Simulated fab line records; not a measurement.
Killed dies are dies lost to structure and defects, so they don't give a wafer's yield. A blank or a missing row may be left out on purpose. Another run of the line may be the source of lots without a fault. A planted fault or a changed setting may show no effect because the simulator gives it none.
Lot-split experiment | flow rit cmos | on a route of 202 steps: 5 lots, 23 wafers read

== SPLIT DETAILS ==
At RIT_PSD_SOFTBAKE_02 (time 60 s), the setting temp c was moved away from the recipe's 90 C on 10 of the 23 wafers read, by -2.8% to +3.7%. For the rest of the wafers, this setting stayed at what the recipe calls for.

== FROM THE SPLIT TO THE READING: what the file shows between them, 2 steps ==
- RIT_PSD_EXPOSE_03: exposes mask M10, target cd 40900 nm
- RIT_PSD_PEB_04

== THE READING ==
NOVOLAK_of_PSD_COAT_01.thk nm (the simulator's own value, which no gauge read), in nm, at RIT_PSD_DEVELOP_05 (develop time 50 s). There is no usual value for it anywhere in the file. Here, 13 wafers ran the recipe; their average is 998.9 nm with a standard deviation of 2.5 nm.

wafer  | tool, chamber at the split | temp c as run, C | against the recipe | NOVOLAK_of_PSD_COAT_01.thk nm, nm | against lot-mates on the recipe
L074.1 | litho track-04, 0          | 91.72            | +1.9%              | 995.7                             | -5.8
L074.2 | litho track-04, 0          | 91.72            | +1.9%              | 997.2                             | -4.3
L074.4 | litho track-04, 0          | 90               | recipe             | 1001                              | -
L074.5 | litho track-04, 0          | 91.72            | +1.9%              | 997.4                             | -4.1
L074.6 | litho track-04, 0          | 90               | recipe             | 1002                              | -
L079.1 | litho track-03, 0          | 87.45            | -2.8%              | 1006                              | +5.9
L079.2 | litho track-03, 0          | 87.45            | -2.8%              | 1007                              | +6.9
L079.3 | litho track-03, 0          | 90               | recipe             | 1001                              | -
L079.5 | litho track-03, 0          | 90               | recipe             | 1001                              | -
L079.4 | litho track-03, 0          | 90               | recipe             | 998.2                             | -
L080.1 | litho track-02, 0          | 88.91            | -1.2%              | 993.6                             | -0.4
L080.2 | litho track-02, 0          | 88.91            | -1.2%              | 995.2                             | +1.2
L080.3 | litho track-02, 0          | 90               | recipe             | 993.8                             | -
L080.4 | litho track-02, 0          | 88.91            | -1.2%              | 995.8                             | +1.8
L080.5 | litho track-02, 0          | 90               | recipe             | 994.1                             | -
L084.1 | litho track-04, 0          | 90               | recipe             | 997.9                             | -
L084.2 | litho track-04, 0          | 90               | recipe             | 999.6                             | -
L084.3 | litho track-04, 0          | 90               | recipe             | 997.8                             | -
L084.4 | litho track-04, 0          | 93.34            | +3.7%              | 989.1                             | -9.3
L084.5 | litho track-04, 0          | 93.34            | +3.7%              | 993.1                             | -5.3
L085.3 | litho track-03, 0          | 90               | recipe             | 1001                              | -
L085.5 | litho track-03, 0          | 90               | recipe             | 999.3                             | -
L085.6 | litho track-03, 0          | 90               | recipe             | 999.4                             | -

THE FIT
A straight line over all 23 wafers: NOVOLAK_of_PSD_COAT_01.thk nm changes by -1.64 nm for each +1% of temp c; r = -0.64; the points scatter about the line by 3.2 nm.
The same after taking each lot's own level away (the mean of its wafers on the recipe; 23 wafers): -2.04 nm for each +1%; r = -0.94; scatter 1.2 nm.
The reading moves by 7.6 nm for the largest change in temp c, on that fit.
Measured against the standard deviation above, the lots' own levels, which go from 993.95 to 1001.50 nm, span 3.0 times it.
So the lot-to-lot level blurs the effect unless lot-mates are compared.
Check: with one of the wafers moved furthest among these (+3.7%) left out of the fit, the line predicts -7.29 nm for it against its lot-mates. Against them it came out at -9.33 nm.

== THESE WAFERS: OTHER SPLITS ==
Note: prior to the reading, these wafers also went through further splits. Each is held against what the fit with the lots' levels taken away leaves over:
other split on the same wafers | wafers away from the commonest value | r with NOVOLAK_of_PSD_COAT_01.thk nm (lot level and that fit taken away)
RIT_GATE_ETCH_19 rf w          | 11                                   | -0.06
RIT_NLDD_COAT_01 spin rpm      | 6                                    | +0.30
RIT_PLDD_COAT_01 spin rpm      | 11                                   | +0.24
RIT_PLDD_IMPLANT_08 dose cm2   | 6                                    | -0.04

== FILE'S OWN FIT ==
NOVOLAK_of_PSD_COAT_01.thk nm changes by -2.1 nm for each +1% of temp c, r = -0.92.
